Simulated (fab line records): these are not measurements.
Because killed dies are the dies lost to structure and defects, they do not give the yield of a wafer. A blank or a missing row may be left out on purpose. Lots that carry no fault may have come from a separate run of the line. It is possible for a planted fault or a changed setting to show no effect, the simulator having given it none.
One fault seen from 2 desks | flow berkeley_cmos170 | each desk holds nothing but its own numbers, with what lay behind them at the end

## AT THE TOOL OWNER'S DESK: implanter-04
For each lot that ran on this tool, the mean over its sampled wafers that have a number, from the tool's own readings at UCB170_NLDD_IMPLANT_09. The brackets show how far a lot's mean lies from the usual mean; more than 4 standard deviations puts the lot out of limits, marked OUT.
Columns: A = beam_energy_keV at UCB170_NLDD_IMPLANT_09, usual 30.000
lot  | first seen here | A
L187 | day 7 13:25     | 29.994
L190 | day 7 23:47     | 29.995
L191 | day 8 15:52     | 30.003
L192 | day 8 16:25     | 40.492 (+99 or more) OUT
L198 | day 9 13:49     | 40.516 (+99 or more) OUT
This desk finds L192, L198 out of limits, L192 being first, at day 8 16:25 (beam_energy_keV at UCB170_NLDD_IMPLANT_09). Within limits: L187, L190, L191.

## THE METROLOGY DESK
What the gauges read for every lot (on any tool): the sampled wafers with a number, averaged. The brackets show how far a lot's mean lies from the usual mean; more than 4 standard deviations puts the lot out of limits, marked OUT.
Columns: A = ACTIVE_NITRIDE_THK at UCB170_ACTIVE_THK_MEAS_06, usual 219.7 nm; B = NLDD_TW at UCB170_NLDD_TW_MEAS_11, usual 2206; C = cd_nm at UCB170_PSD_CD_MEAS_06, usual 1200.2 nm; D = NLDD_RS at UCB170_SDANNEAL_RS_MEAS_05, usual 616.0 ohm/sq
lot  | first seen here | A     | B               | C      | D
L187 | day 4 21:09     | 220.8 | 2192            | 1201.4 | 614.9
L188 | day 5 07:56     | 219.6 | 2228            | 1200.0 | 614.2
L190 | day 5 08:01     | 221.8 | 2236            | 1198.6 | 617.4
L192 | day 5 20:07     | 218.2 | 2317 (+5.6) OUT | 1200.9 | 574.8 (-22) OUT
L191 | day 5 20:08     | 219.1 | 2221            | 1199.2 | 615.1
L193 | day 6 09:51     | 219.8 | 2195            | 1200.1 | 619.5
L198 | day 7 05:04     | 220.0 | 2327 (+6.0) OUT | 1199.8 | 578.7 (-20) OUT
L203 | day 7 15:36     | 221.7 | 2195            | 1198.9 | 617.8
L204 | day 8 08:32     | 217.7 | 2227            | 1201.2 | 613.3
L205 | day 8 08:32     | 220.2 | 2182            | 1203.0 | 618.2
L208 | day 8 19:10     | 219.1 | 2184            | 1199.4 | 614.6
L206 | day 8 19:10     | 219.2 | 2218            | 1202.2 | 616.7
L209 | day 9 07:14     | 218.5 | 2227            | 1199.9 | 616.9
L210 | day 9 07:16     | 222.3 | 2220            | 1198.6 | 615.8
This desk's result: L192, L198 out of limits, first on L192 (NLDD_TW at UCB170_NLDD_TW_MEAS_11), day 8 16:38. Within limits: L187, L188, L190, L191, L193, L203, L204, L205, L208, L206, L209, L210.

## BROUGHT TOGETHER
At day 8 16:25, on L192, L198, the tool owner's desk was in a position to raise an alarm.
On L192, L198, the metrology desk was in a position to raise an alarm at day 8 16:38.
The lots listed all ran UCB170_NLDD_IMPLANT_09 on implanter-04.

## WHAT THE SIMULATOR PUT IN
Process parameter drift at UCB170_NLDD_IMPLANT_09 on implanter-04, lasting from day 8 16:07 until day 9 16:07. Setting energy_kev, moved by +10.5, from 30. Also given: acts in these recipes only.
Lots struck among those shown: L192, L198.
Fault start to first reading out of limits, in hours, per desk: tool owner, 0; metrology, 1.
